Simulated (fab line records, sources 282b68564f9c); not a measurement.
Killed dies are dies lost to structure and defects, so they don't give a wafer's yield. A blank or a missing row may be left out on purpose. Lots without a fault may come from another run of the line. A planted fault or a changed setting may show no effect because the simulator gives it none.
Which tool did it? | flow rit_cmos | 7 lots, 21 wafers sampled, at 2 steps of a route of 202

WHAT THE GAUGES READ, wafer by wafer
RIT_ACTIVE_CD_MEAS_11: target cd 1400 nm.
lot  | measured    | on        | cd_nm (nm)
L673 | day 2 02:01 | cd_sem-02 | 1395.2 1394.9 1397.8
L675 | day 2 10:30 | cd_sem-01 | 1399.4 1396.8 1396.2
L677 | day 2 21:39 | cd_sem-02 | 1400.4 1400.6 1402.0
L679 | day 3 08:52 | cd_sem-01 | 1401.8 1401.1 1401.8
L683 | day 4 04:36 | cd_sem-01 | 1328.0 1327.4 1326.7
L688 | day 5 04:37 | cd_sem-02 | 1403.5 1405.1 1401.9
L694 | day 6 09:26 | cd_sem-01 | 1403.8 1404.2 1403.4

WHICH TOOL RAN EACH LOT (tool, then ch and the chambers of the sampled wafers, then the start)
lot  | RIT_ACTIVE_COAT_06
L673 | litho_track-01 ch 0, day 2 01:11
L675 | litho_track-03 ch 0, day 2 09:48
L677 | litho_track-04 ch 0, day 2 20:50
L679 | litho_track-01 ch 0, day 3 08:03
L683 | litho_track-04 ch 0, day 4 03:46
L688 | litho_track-03 ch 0, day 5 03:47
L694 | litho_track-03 ch 0, day 6 08:44
- RIT_ACTIVE_COAT_06: resist thk 1000 nm.

THE ANSWER, worked out from the rows above alone
Rule: what is usual is taken from the lots themselves. Put in order of their means at a reading, lots are off if they are a third of the lots or fewer, leave a main group of 4 or more, and stand apart from it by a gap of 3 or more times the standard deviation of the main group's means; of several such gaps the widest counts. A main group whose means are all the same, to the digits that the tables above print for the reading, isn't used. A lot without any number at a reading at which 4 lots or more have one is off too. The other lots that the step has rows for count as sound.
Off: L683, at RIT_ACTIVE_CD_MEAS_11 (cd_nm). The main group: mean 1400.5 nm, standard deviation 2.9.
A tool fits if, at a process step before that reading, it ran every lot that is off, and no sound lot after the first of them. The gauges at RIT_ACTIVE_CD_MEAS_11 are tried like those tools. One fits: litho_track-04 at RIT_ACTIVE_COAT_06. Its last sound lot is L677 (day 2 20:50), its first lot that is off L683 (day 4 03:46): a fault that began between those two fits.

WHAT THE SIMULATOR HAD PUT IN
Process parameter drift: litho_track-04, from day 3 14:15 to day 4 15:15, at RIT_ACTIVE_COAT_06. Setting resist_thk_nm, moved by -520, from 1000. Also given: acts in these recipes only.
Lots struck among those shown: L683. The rule above found the same.
